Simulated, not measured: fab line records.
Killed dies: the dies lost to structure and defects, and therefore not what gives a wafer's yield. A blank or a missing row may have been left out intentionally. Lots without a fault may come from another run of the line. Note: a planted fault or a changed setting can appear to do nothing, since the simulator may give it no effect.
Struck lot and sound lot, side by side ; flow rit_cmos ; 39 steps out of a route of 202
Sound: the wafers L972.1, L972.3, L972.6. Wafers struck: L957.3, L957.4, L957.5. The cause is named last.
At each step with rows: each side's tool, then ch and its chambers, then its first start. Under that, the readings that differ: sound wafers ; struck wafers ; difference of the means ; sigmas: that difference in standard deviations of wafers without a fault.
alike: same words and numbers on both sides, and readings whose means sit less than 2 such deviations apart. not compared: any withheld reading, any reading some wafer has no value for, any bound like >300 that may hide the same value, and any number with overlapping values for which the record gives no deviation.
The two part at a step that has a row with sigmas, a row that says differs or no value, or rows on one side only. When numbers do not overlap yet have no deviation, they are printed without sigmas and do not part them. Lack of a reading on every wafer of one side parts them only where that side has two or more wafers.

first, 3 steps without rows for these wafers: RIT_GATE_EXPOSE_13 (exposes mask M6, target cd 150 nm); RIT_GATE_PEB_14; RIT_GATE_DEVELOP_15 (develop time 50 s).
RIT_GATE_CD_MEAS_16: target cd 150 nm.
  sound on cd_sem-01, day 6 06:36; struck on cd_sem-01, day 3 04:09
  alike: cd_nm
RIT_GATE_OVL_MEAS_17:
  sound on overlay-01, day 6 06:43; struck on overlay-02, day 3 04:14
  alike: GATE_OVL
then, 1 step without rows for these wafers: RIT_GATE_HARDBAKE_18 (time 60 s).
RIT_GATE_ETCH_19: etches poly-Si in SF6/CHF3/O2, stops on SiO2, time 165 s, target depth 312.5 nm.
  sound on rie_si-01 ch 0,1,3, day 6 06:54; struck on rie_si-02 ch 2,3, day 3 04:25
  alike: drypump_motor_current_A, oes_product_au, throttle_valve_pct
  not compared: rf_hours_counter_h
RIT_GATE_STRIP_20: strips in O2, time 180 s.
  sound on plasma_asher-02 ch 1, day 6 07:01; struck on plasma_asher-01 ch 0,1, day 3 04:35
  alike: drypump_motor_current_A
  not compared: rf_hours_counter_h
RIT_GATE_CD_MEAS_90: target cd 150 nm.
  sound on cd_sem-01, day 6 07:11; struck on cd_sem-02, day 3 04:44
  alike: cd_nm
then, 3 steps without rows for these wafers: RIT_REOX_CLEAN_00 (cleans in SC1, time 600 s); RIT_REOX_CLEAN_01 (cleans in dHF, time 30 s); RIT_REOX_CLEAN_02 (cleans in SC2, time 600 s).
RIT_REOX_OXIDATION_03: target thk 25.2 nm, ox time 5580 s.
  sound on furnace-01 ch 0, day 6 08:27; struck on furnace-03 ch 0, day 3 05:12
reading;sound;struck;difference;sigmas
ox_time_s (s);5580 5580 5580;6696 6696 6696;+1116;
model.SiO2_of_REOX_OXIDATION_03.thk_nm (nm);24.96 24.73 24.67;28.41 28.76 28.73;+3.85;
  alike: ox_temp_c, zone_power_source_pct
RIT_REOX_THK_MEAS_04:
  sound on film_metro-01, day 6 11:00; struck on film_metro-02, day 3 07:46
reading;sound;struck;difference;sigmas
REOX_OXIDE_THK (nm);24.9 24.7 24.7;28.4 28.8 28.7;+3.9;+8
then, 6 steps without rows for these wafers: RIT_NLDD_HMDS_00 (prime time 60 s); RIT_NLDD_COAT_01 (resist thk 1000 nm); RIT_NLDD_SOFTBAKE_02 (time 60 s); RIT_NLDD_EXPOSE_03 (exposes mask M7, target cd 40700 nm); RIT_NLDD_PEB_04; RIT_NLDD_DEVELOP_05 (develop time 50 s).
RIT_NLDD_OVL_MEAS_06:
  sound on overlay-02, day 6 12:02; struck on overlay-02, day 3 08:49
  alike: NLDD_OVL
then, 2 steps without rows for these wafers: RIT_NLDD_HARDBAKE_07 (time 60 s); RIT_NLDD_IMPLANT_08.
RIT_NLDD_STRIP_09: strips in O2, time 180 s.
  sound on plasma_asher-02 ch 1, day 6 12:22; struck on plasma_asher-02 ch 0,1, day 3 09:12
  alike: drypump_motor_current_A
  not compared: rf_hours_counter_h
RIT_NLDD_TW_MEAS_10:
  sound on film_metro-03, day 6 12:32; struck on film_metro-04, day 3 09:20
  alike: NLDD_TW
then, 6 steps without rows for these wafers: RIT_PLDD_HMDS_00 (prime time 60 s); RIT_PLDD_COAT_01 (resist thk 1013 nm); RIT_PLDD_SOFTBAKE_02 (time 60 s); RIT_PLDD_EXPOSE_03 (exposes mask M8, target cd 40900 nm); RIT_PLDD_PEB_04; RIT_PLDD_DEVELOP_05 (develop time 50 s).
RIT_PLDD_OVL_MEAS_06:
  sound on overlay-02, day 6 13:34; struck on overlay-01, day 3 10:22
reading;sound;struck;difference;sigmas
PLDD_OVL (nm);1.8 0.9 1.5;-2.5 -3.5 -3.5;-4.6;-3
then, 2 steps without rows for these wafers: RIT_PLDD_HARDBAKE_07 (time 60 s); RIT_PLDD_IMPLANT_08.
RIT_PLDD_STRIP_09: strips in O2, time 180 s.
  sound on plasma_asher-02 ch 0,1, day 6 13:55; struck on plasma_asher-02 ch 0,1, day 3 10:52
  alike: drypump_motor_current_A
  not compared: rf_hours_counter_h
RIT_PLDD_TW_MEAS_10:
  sound on film_metro-03, day 6 14:05; struck on film_metro-02, day 3 11:00
  alike: PLDD_TW
RIT_SPACER_CLEAN_00: cleans in SC1, time 600 s.
  sound on wet_bench-02 ch 3, day 6 14:08; struck on wet_bench-03 ch 3, day 3 11:02
reading;sound;struck;difference;sigmas
model.SiO2_of_REOX_OXIDATION_03.thk_nm (nm);23.04 22.83 22.79;26.24 26.55 26.54;+3.56;
then, 1 step without rows for these wafers: RIT_SPACER_CLEAN_01 (cleans in dHF, time 30 s).
RIT_M1_PROBE_99:
  sound on prober-02, day 7 03:52; struck on prober-02, day 4 01:04
reading;sound;struck;difference;sigmas
model.etest.pmos_turned.r_on_ohm_um;3374 3354 3307;4140 4118 4157;+793;
model.etest.pmos_0p3.r_on_ohm_um;5888 5899 5925;6488 6361 6474;+537;
model.etest.pmos_0p15.r_on_ohm_um;2674 2667 2619;3120 3057 3055;+424;
model.etest.pldd.rs_ohm_sq;503.2 491.2 491.1;725.1 761.5 746.9;+249.3;
model.etest.nmos_0p3.r_on_ohm_um;2083 2079 2078;2174 2173 2169;+92;
model.etest.nmos_0p15.r_on_ohm_um;1114 1127 1109;1221 1199 1205;+92;
model.etest.nmos_turned.drive_ua_um;323.2 331 335.3;260.7 258.2 253.1;-72.5;
model.etest.nldd.rs_ohm_sq;384.3 375.3 377.1;442.1 452.5 450.5;+69.5;
  alike: killed_at_contacts, killed_at_front_end, killed_dies, killed_on_rim, killed_open, killed_short

WHERE THEY PART
Last at RIT_PLDD_OVL_MEAS_06 as far as this record goes, first at RIT_REOX_THK_MEAS_04. Later steps at which nothing parts them and some readings are alike: RIT_PLDD_STRIP_09, RIT_PLDD_TW_MEAS_10, RIT_M1_PROBE_99.

WHY: what had been put in by the simulator
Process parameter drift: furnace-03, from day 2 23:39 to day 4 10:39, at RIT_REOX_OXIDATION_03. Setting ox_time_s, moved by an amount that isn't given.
